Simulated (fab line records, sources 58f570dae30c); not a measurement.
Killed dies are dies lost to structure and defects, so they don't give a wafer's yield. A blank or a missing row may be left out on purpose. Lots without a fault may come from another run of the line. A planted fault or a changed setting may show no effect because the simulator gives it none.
Which tool did it? | flow berkeley_cmos170 | 11 lots, 33 wafers sampled, at 7 steps of a route of 331

WHAT THE GAUGES READ, wafer by wafer
UCB170_NWELL_THK_MEAS_02. Usual: NWELL_OXIDE_THK 26.2 nm, standard deviation 0.4.
lot  | measured    | on            | NWELL_OXIDE_THK (nm) | flag
L364 | day 1 23:40 | film_metro-02 | 25.7 26.2 25.4       |
L365 | day 2 09:32 | film_metro-02 | 26.3 26.7 26.3       |
L366 | day 2 15:37 | film_metro-02 | 25.9 26.4 26.0       |
L367 | day 2 20:29 | film_metro-02 | 26.3 26.2 26.3       |
L369 | day 3 07:49 | film_metro-02 | 25.7 25.8 25.7       |
L370 | day 3 11:55 | film_metro-02 | 26.3 26.1 26.2       |
L372 | day 3 23:20 | film_metro-02 | 25.8 26.3 26.1       |
L373 | day 4 06:42 | film_metro-04 | 25.3 25.2 25.6       |
L375 | day 4 15:18 | film_metro-02 | 26.1 25.6 25.9       |
L376 | day 4 15:22 | film_metro-02 | 25.9 26.6 25.6       |
L378 | day 4 23:11 | film_metro-02 | 26.0 25.3 26.3       |

UCB170_ACTIVE_CD_MEAS_13: target cd 1200 nm. Usual: cd_nm 1200.0 nm, standard deviation 1.4.
lot  | measured    | on        | cd_nm (nm)           | flag
L364 | day 4 19:17 | cd_sem-02 | 1198.7 1199.0 1198.7 |
L365 | day 5 11:09 | cd_sem-02 | 1200.0 1200.0 1200.6 |
L366 | day 5 10:36 | cd_sem-01 | 1199.6 1199.8 1200.6 |
L367 | day 5 10:46 | cd_sem-01 | 1199.4 1197.6 1198.8 |
L369 | day 6 03:32 | cd_sem-01 | 1201.8 1200.1 1202.5 |
L370 | day 6 13:22 | cd_sem-02 | 1199.0 1201.3 1200.2 |
L372 | day 6 20:01 | cd_sem-01 | 1199.2 1198.8 1196.7 |
L373 | day 7 05:08 | cd_sem-02 | 1199.8 1199.0 1200.1 |
L375 | day 7 12:52 | cd_sem-01 | 1201.4 1201.8 1202.7 |
L376 | day 7 13:10 | cd_sem-02 | 1200.0 1197.8 1199.9 |
L378 | day 7 19:20 | cd_sem-02 | 1199.2 1198.9 1199.0 |

UCB170_FIELD_THK_MEAS_02. Usual: FIELD_OXIDE_THK 555 nm, standard deviation 10.
lot  | measured    | on            | FIELD_OXIDE_THK (nm) | flag
L364 | day 5 07:30 | film_metro-04 | 554 555 560          |
L365 | day 5 20:55 | film_metro-03 | 562 569 568          |
L366 | day 5 20:51 | film_metro-03 | 554 548 547          |
L367 | day 5 20:52 | film_metro-04 | 563 564 575          |
L369 | day 6 14:14 | film_metro-03 | 561 559 554          |
L370 | day 6 23:53 | film_metro-03 | 572 567 563          |
L372 | day 7 07:07 | film_metro-04 | 565 549 568          |
L373 | day 7 14:20 | film_metro-03 | 555 558 548          |
L375 | day 7 22:08 | film_metro-01 | 324 325 332          | OFF
L376 | day 7 22:08 | film_metro-04 | 299 309 305          | OFF
L378 | day 8 06:57 | film_metro-03 | 563 555 561          |

UCB170_FIELD_THK_MEAS_90. Usual: FIELD_OXIDE_LEFT_1_THK 438 nm, standard deviation 11.
lot  | measured    | on            | FIELD_OXIDE_LEFT_1_THK (nm) | flag
L364 | day 5 17:17 | film_metro-04 | 439 439 444                 |
L365 | day 6 08:14 | film_metro-04 | 444 452 450                 |
L366 | day 6 08:15 | film_metro-03 | 436 431 429                 |
L367 | day 6 08:13 | film_metro-03 | 447 449 459                 |
L369 | day 7 04:39 | film_metro-04 | 444 443 437                 |
L370 | day 7 14:54 | film_metro-03 | 454 451 446                 |
L372 | day 7 16:43 | film_metro-03 | 448 432 451                 |
L373 | day 7 23:38 | film_metro-03 | 439 442 432                 |
L375 | day 8 05:15 | film_metro-04 | 209 210 217                 | OFF
L376 | day 8 05:15 | film_metro-03 | 184 193 189                 | OFF
L378 | day 8 16:45 | film_metro-04 | 445 438 444                 |

UCB170_NVT_OVL_MEAS_06. Usual: NVT_OVL -1 nm, standard deviation 4.7.
lot  | measured    | on         | NVT_OVL (nm) | flag
L364 | day 6 18:11 | overlay-01 | -3 -3 3      |
L365 | day 7 07:10 | overlay-02 | 6 0 5        |
L366 | day 7 07:43 | overlay-02 | 4 4 6        |
L367 | day 7 07:47 | overlay-01 | -2 -5 -1     |
L369 | day 7 22:47 | overlay-02 | 1 -3 5       |
L370 | day 8 08:34 | overlay-01 | -2 -6 -3     |
L372 | day 8 08:49 | overlay-02 | -2 -2 2      |
L373 | day 8 19:27 | overlay-02 | -2 0 -4      |
L375 | day 9 02:13 | overlay-02 | 1 0 1        |
L376 | day 9 02:08 | overlay-01 | 6 1 2        |
L378 | day 9 13:54 | overlay-01 | -2 -4 -4     |

UCB170_FIELD_THK_MEAS_91. Usual: FIELD_OXIDE_LEFT_2_THK 350 nm, standard deviation 11.
lot  | measured    | on            | FIELD_OXIDE_LEFT_2_THK (nm) | flag
L364 | day 6 20:22 | film_metro-04 | 348 350 355                 |
L365 | day 7 13:01 | film_metro-03 | 356 364 362                 |
L366 | day 7 13:05 | film_metro-03 | 348 343 342                 |
L367 | day 7 13:06 | film_metro-04 | 360 362 372                 |
L369 | day 8 01:11 | film_metro-01 | 355 354 348                 |
L370 | day 8 10:34 | film_metro-01 | 367 363 358                 |
L372 | day 8 10:48 | film_metro-03 | 360 345 363                 |
L373 | day 8 22:57 | film_metro-03 | 350 353 344                 |
L375 | day 9 05:01 | film_metro-04 | 122 123 130                 | OFF
L376 | day 9 04:46 | film_metro-01 | 95 104 100                  | OFF
L378 | day 9 16:50 | film_metro-01 | 357 350 356                 |

WHICH TOOL RAN EACH LOT (tool, then ch and the chambers of the sampled wafers, then the start)
lot  | UCB170_FIELD_OXIDATION_01
L364 | furnace-02 ch 0, day 5 04:29
L365 | furnace-02 ch 0, day 5 17:51
L366 | furnace-02 ch 0, day 5 17:51
L367 | furnace-02 ch 0, day 5 17:51
L369 | furnace-02 ch 0, day 6 11:14
L370 | furnace-04 ch 0, day 6 20:42
L372 | furnace-01 ch 0, day 7 04:07
L373 | furnace-01 ch 0, day 7 11:19
L375 | furnace-04 ch 0, day 7 19:07
L376 | furnace-04 ch 0, day 7 19:07
L378 | furnace-02 ch 0, day 8 03:48
- UCB170_FIELD_OXIDATION_01: target thk 558.3 nm, ox time 7200 s.

WHAT THE TOOLS THEMSELVES READ (means of the sampled wafers that have a number; where no wafer has one, the mark that the record gives instead)
The record holds no such reading with a usual standard deviation.

THE ANSWER, worked out from the rows above alone
Rule: a lot is off if the mean of its wafers that have a number lies more than 3 standard deviations from the usual mean. A lot without any number at a reading at which 4 lots or more have one is off too. The other lots that the step has rows for count as sound. The gauges are gone through in route order, then the tools' own readings, and for those a lot's mean is taken as printed above. The first step at which some lot is off is used, and at that step the reading that is off furthest; a lot without a number counts as furthest.
Off: L375, L376, at UCB170_FIELD_THK_MEAS_02 (FIELD_OXIDE_THK).
A tool fits if, at a process step before that reading, it ran every lot that is off, and no sound lot after the first of them. The gauges at UCB170_FIELD_THK_MEAS_02 are tried like those tools. One fits: furnace-04 at UCB170_FIELD_OXIDATION_01. Its last sound lot is L370 (day 6 20:42), its first lot that is off L375 (day 7 19:07): a fault that began between those two fits.

WHAT THE SIMULATOR HAD PUT IN
Process parameter drift: furnace-04, from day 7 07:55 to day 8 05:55, at UCB170_FIELD_OXIDATION_01. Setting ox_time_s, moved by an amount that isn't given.
Lots struck among those shown: L375, L376. The rule above found the same.
